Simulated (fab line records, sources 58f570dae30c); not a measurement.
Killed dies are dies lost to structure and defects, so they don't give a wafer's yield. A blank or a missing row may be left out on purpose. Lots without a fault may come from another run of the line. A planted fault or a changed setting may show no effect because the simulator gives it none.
One fault seen from 2 desks | flow berkeley_cmos170 | each desk has only its own numbers; what lay behind them comes last

THE METROLOGY DESK
What the gauges read, lot by lot, whatever tool the lot ran on: means of the sampled wafers that have a number. A lot is out of limits, marked OUT, if its mean lies more than 4 standard deviations from the usual mean; the brackets give that distance.
Columns: A = PSD_RS at UCB170_SDANNEAL_RS_MEAS_02, usual 75.6 ohm/sq; B = cd_nm at UCB170_M2_CD_MEAS_90, usual 698 nm; C = M3_AL_RS at UCB170_M3_RS_MEAS_02, usual 0.0322 ohm/sq
lot  | first seen here | A               | B   | C
L511 | day 8 08:55     | 75.5            | 703 | 0.0322
L510 | day 8 09:33     | 75.5            | 701 | 0.0325
L513 | day 8 12:31     | 75.9            | 702 | 0.0319
L512 | day 8 12:56     | 75.4            | 700 | 0.0324
L515 | day 9 00:15     | 75.5            | 699 | 0.0322
L516 | day 9 00:41     | 75.4            | 702 | 0.0322
L518 | day 9 23:59     | 75.5            | 700 | 0.0326
L520 | day 10 13:50    | 76.6            | 698 | 0.0321
L519 | day 10 14:29    | 75.7            | 698 | 0.0323
L521 | day 10 14:54    | 77.4 (+5.5) OUT | 695 | 0.0323
L529 | day 11 06:34    | 75.7            | 697 | 0.0323
L527 | day 11 17:25    | 75.6            | 699 | 0.0330
L526 | day 11 17:52    | 75.0            | 695 | 0.0318
L533 | day 12 08:08    | 75.4            | 695 | 0.0319
This desk's finding: out of limits on L521; first on L521, day 10 14:54 (PSD_RS at UCB170_SDANNEAL_RS_MEAS_02). In limits: L511, L510, L513, L512, L515, L516, L518, L520, L519, L529, L527, L526, L533.

THE TOOL OWNER'S DESK: implanter-01
The tool's own readings at UCB170_PSD_IMPLANT_08: means of the sampled wafers that have a number, for each lot that ran on this tool. A lot is out of limits, marked OUT, if its mean lies more than 4 standard deviations from the usual mean; the brackets give that distance.
Columns: A = beam_energy_keV at UCB170_PSD_IMPLANT_08, usual 19.999
lot  | first seen here | A
L511 | day 8 01:41     | 20.006
L510 | day 8 02:14     | 19.997
L512 | day 8 08:13     | 20.000
L516 | day 8 19:36     | 20.001
L520 | day 10 09:40    | 18.001 (-99 or more) OUT
L521 | day 10 10:20    | 17.996 (-99 or more) OUT
This desk's finding: out of limits on L520, L521; first on L520, day 10 09:40 (beam_energy_keV at UCB170_PSD_IMPLANT_08). In limits: L511, L510, L512, L516.

PUT TOGETHER
The tool owner's desk could have raised an alarm at day 10 09:40, on L520, L521.
The metrology desk could have raised an alarm at day 10 14:54, on L521.
The metrology desk has L520 on record, within its limits.
Of the lots named, all ran UCB170_PSD_IMPLANT_08 on implanter-01.

WHAT THE SIMULATOR HAD PUT IN
Process parameter drift: implanter-01, from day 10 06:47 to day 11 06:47, at UCB170_PSD_IMPLANT_08. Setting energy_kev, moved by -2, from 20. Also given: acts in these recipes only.
Lots struck among those shown: L520, L521.
Hours from the fault's start to each desk's first reading out of limits: the tool owner's desk, 3; the metrology desk, 8.
